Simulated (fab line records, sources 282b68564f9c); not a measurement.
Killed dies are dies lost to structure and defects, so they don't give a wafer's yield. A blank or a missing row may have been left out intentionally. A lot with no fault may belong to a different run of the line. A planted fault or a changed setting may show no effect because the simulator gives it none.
Tool commonality check -- flow rit-cmos -- Lots sampled 14, wafers sampled 42

WHY IT WAS OPENED
2 of 14 lots carry a flag on the reading REOX_OXIDE_THK at RIT_REOX_THK_MEAS_04. Wafers without a fault read 25.3 nm, standard deviation 0.35.
Rule: a lot is flagged when every wafer of it that has a number lies more than 4 standard deviations from that mean, or none has a number. As for the other lots, they are considered sound.

lot,measured,on,"REOX_OXIDE_THK (nm), wafer by wafer",flag
L998,day 2 16:25,film-metro-03,24.9 25.1 25.5,
L999,day 2 21:42,film-metro-03,24.7 24.6 24.5,
L100,day 3 02:10,film-metro-03,24.9 25.1 25.2,
L101,day 3 07:23,film-metro-04,25.3 25.2 25.4,
L102,day 3 13:41,film-metro-01,25.2 25.7 25.6,
L104,day 3 21:32,film-metro-04,25.5 25.7 25.9,
L106,day 4 08:53,film-metro-03,26.0 25.7 26.0,
L107,day 4 14:46,film-metro-01,32.9 32.2 32.2,FLAGGED
L110,day 5 06:01,film-metro-04,32.9 32.8 32.5,FLAGGED
L112,day 5 14:34,film-metro-03,25.0 24.8 24.8,
L114,day 6 01:11,film-metro-03,25.3 25.4 25.2,
L115,day 6 06:00,film-metro-04,25.5 25.7 25.2,
L116,day 6 10:38,film-metro-03,25.4 25.6 25.1,
L119,day 7 02:00,film-metro-01,25.5 26.0 25.6,
On average the flagged lots' numbers are 32.6 nm, which is +7.3 nm against the usual, or +21 standard deviations.

LOT BY LOT: THE TOOL USED
The record holds 1 process step before the reading, out of a route of 202 steps. Every cell lists first the tool, next ch and the chambers used by the sampled wafers, and last the start.
lot,flag,RIT_REOX_OXIDATION_03
L998,,"furnace-04 ch 0, day 2 13:50"
L999,,"furnace-02 ch 0, day 2 19:08"
L100,,"furnace-02 ch 0, day 2 23:37"
L101,,"furnace-03 ch 0, day 3 04:50"
L102,,"furnace-04 ch 0, day 3 11:07"
L104,,"furnace-03 ch 0, day 3 18:58"
L106,,"furnace-04 ch 0, day 4 06:20"
L107,FLAGGED,"furnace-03 ch 0, day 4 12:11"
L110,FLAGGED,"furnace-03 ch 0, day 5 03:26"
L112,,"furnace-02 ch 0, day 5 12:01"
L114,,"furnace-04 ch 0, day 5 22:38"
L115,,"furnace-02 ch 0, day 6 03:25"
L116,,"furnace-02 ch 0, day 6 08:04"
L119,,"furnace-04 ch 0, day 6 23:27"
What these steps do:
- RIT_REOX_OXIDATION_03: target thk 25.2 nm, ox time 5580 s.
- RIT_REOX_THK_MEAS_04

FLAGGED OVER TOTAL, TOOL BY TOOL (the gauges that took the reading come last)
step,tool,lots run,flagged,share of the flagged lots,sound lots run after its first flagged lot
RIT_REOX_OXIDATION_03,furnace-02,5,0,none,-
RIT_REOX_OXIDATION_03,furnace-03,4,2,all,0
RIT_REOX_OXIDATION_03,furnace-04,5,0,none,-
RIT_REOX_THK_MEAS_04,film-metro-01,3,1,some,1 (L119)
RIT_REOX_THK_MEAS_04,film-metro-03,7,0,none,-
RIT_REOX_THK_MEAS_04,film-metro-04,4,1,some,1 (L115)

WHAT THE TABLE PERMITS
Rows of the table that ran each flagged lot: 1, that is furnace-03 at RIT_REOX_OXIDATION_03.
- furnace-03 at RIT_REOX_OXIDATION_03: 2 of its 4 lots flagged. Last sound lot L104 at day 3 18:58, first flagged lot L107 at day 4 12:11; a fault beginning in between fits.
What remains is a single tool, furnace-03 at RIT_REOX_OXIDATION_03.

WHAT WAS PUT IN BY THE SIMULATOR
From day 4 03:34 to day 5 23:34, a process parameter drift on furnace-03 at RIT_REOX_OXIDATION_03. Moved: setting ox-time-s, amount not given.
Shown lots that were struck: L107, L110. The rule above reached the same finding.
